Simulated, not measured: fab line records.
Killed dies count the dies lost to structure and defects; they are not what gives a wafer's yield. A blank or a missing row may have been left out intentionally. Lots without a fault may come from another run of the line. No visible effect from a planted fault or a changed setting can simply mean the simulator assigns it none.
The tool behind it: which one? -- flow berkeley cmos170 -- 14 lots with 42 wafers sampled at 4 steps, on a route of 331 steps

## WHAT EACH GAUGE READ, for each wafer
UCB170_PSD_OVL_MEAS_07. Usual: PSD_OVL typically reads -1 nm, with standard deviation 5.2.
lot,measured,on,PSD_OVL (nm),flag
L167,day 7 01:55,overlay-01,4 0 4,
L168,day 7 01:25,overlay-02,-2 3 -3,
L169,day 7 02:02,overlay-02,-3 4 0,
L170,day 7 13:31,overlay-02,-7 -3 -9,
L172,day 7 13:31,overlay-01,-8 -9 -7,
L173,day 8 02:59,overlay-02,-5 -7 -11,
L175,day 8 19:20,overlay-01,-4 0 -5,
L177,day 9 06:11,overlay-01,-2 -4 3,
L178,day 9 06:04,overlay-01,-4 0 -6,
L180,day 9 20:34,overlay-02,-4 -5 -6,
L181,day 10 02:11,overlay-01,-1 2 5,
L186,day 10 07:18,overlay-02,-2 2 -3,
L189,day 11 13:31,overlay-02,-2 -9 -9,
L190,day 11 22:06,overlay-02,-2 -4 2,

UCB170_CONTACT_THK_MEAS_02. Usual: CONTACT_PSG_THK typically reads 698 nm, with standard deviation 6.4.
lot,measured,on,CONTACT_PSG_THK (nm),flag
L167,day 7 08:14,film metro-02,694 695 690,
L168,day 7 09:01,film metro-03,707 699 704,
L169,day 7 10:01,film metro-01,694 698 697,
L170,day 7 22:29,film metro-03,697 701 697,
L172,day 7 22:29,film metro-02,711 702 707,
L173,day 8 13:26,film metro-03,710 709 701,
L175,day 9 05:38,film metro-03,699 694 701,
L177,day 9 15:22,film metro-02,693 701 698,
L178,day 9 15:23,film metro-01,714 717 716,
L180,day 10 02:40,film metro-03,696 698 691,
L181,day 10 09:52,film metro-03,688 696 689,
L186,day 10 14:52,film metro-03,699 704 706,
L189,day 11 19:15,film metro-02,690 691 695,
L190,day 12 06:38,film metro-01,698 698 697,

UCB170_M2_OVL_MEAS_16. Usual: M2_OVL typically reads 1 nm, with standard deviation 5.1.
lot,measured,on,M2_OVL (nm),flag
L167,day 8 00:47,overlay-02,7 7 6,
L168,day 8 01:53,overlay-01,-4 -2 0,
L169,day 8 02:00,overlay-02,0 -2 -1,
L170,day 8 12:10,overlay-02,3 3 4,
L172,day 8 11:49,overlay-01,-1 -6 1,
L173,day 9 04:29,overlay-02,-1 -7 -4,
L175,day 9 21:23,overlay-02,-1 5 -2,
L177,day 10 07:35,overlay-01,8 4 6,
L178,day 10 07:29,overlay-02,1 4 1,
L180,day 10 19:44,overlay-01,0 -2 -1,
L181,day 11 03:06,overlay-01,3 11 4,
L186,day 11 05:10,overlay-01,5 2 -5,
L189,day 12 10:58,overlay-02,4 6 0,
L190,day 13 00:28,overlay-01,-6 -1 1,

## TOOL THAT RAN EACH LOT (tool first, then ch and the chambers of the sampled wafers, then the start)
lot,UCB170_SACOX_CLEAN_00
L167,"wet bench-04 ch 1, day 5 04:25"
L168,"wet bench-04 ch 3, day 5 08:11"
L169,"wet bench-04 ch 1, day 5 08:11"
L170,"wet bench-04 ch 0, day 5 20:18"
L172,"wet bench-04 ch 1, day 5 20:18"
L173,"wet bench-04 ch 0, day 6 07:05"
L175,"wet bench-04 ch 1, day 6 22:21"
L177,"wet bench-04 ch 1, day 7 11:05"
L178,"wet bench-04 ch 0, day 7 11:05"
L180,"wet bench-04 ch 2, day 8 01:56"
L181,"wet bench-04 ch 2, day 8 09:45"
L186,"wet bench-01 ch 1, day 8 18:43"
L189,"wet bench-01 ch 2, day 9 18:04"
L190,"wet bench-02 ch 1, day 9 21:59"
- UCB170_SACOX_CLEAN_00: cleans in dHF, time 7.5 s.

## WHAT THE TOOLS THEMSELVES READ (means of the sampled wafers that have a number; where no wafer has one, the mark that the record gives instead)
The record holds no such reading with a usual standard deviation.

## THE ANSWER, worked out from the rows above alone
Rule: lot off if the mean of its wafers having a number is beyond 3 standard deviations from the usual mean. A lot without any number at a reading at which 4 lots or more have one is off too. The other lots that the step has rows for count as sound. The gauges are gone through in route order, then the tools' own readings, and for those a lot's mean is taken as printed above. The first step at which some lot is off is used, and at that step the reading that is off furthest; a lot without a number counts as furthest.
Nothing can be told from this: no lot is off at any reading shown.

## WHAT THE SIMULATOR HAD INSERTED
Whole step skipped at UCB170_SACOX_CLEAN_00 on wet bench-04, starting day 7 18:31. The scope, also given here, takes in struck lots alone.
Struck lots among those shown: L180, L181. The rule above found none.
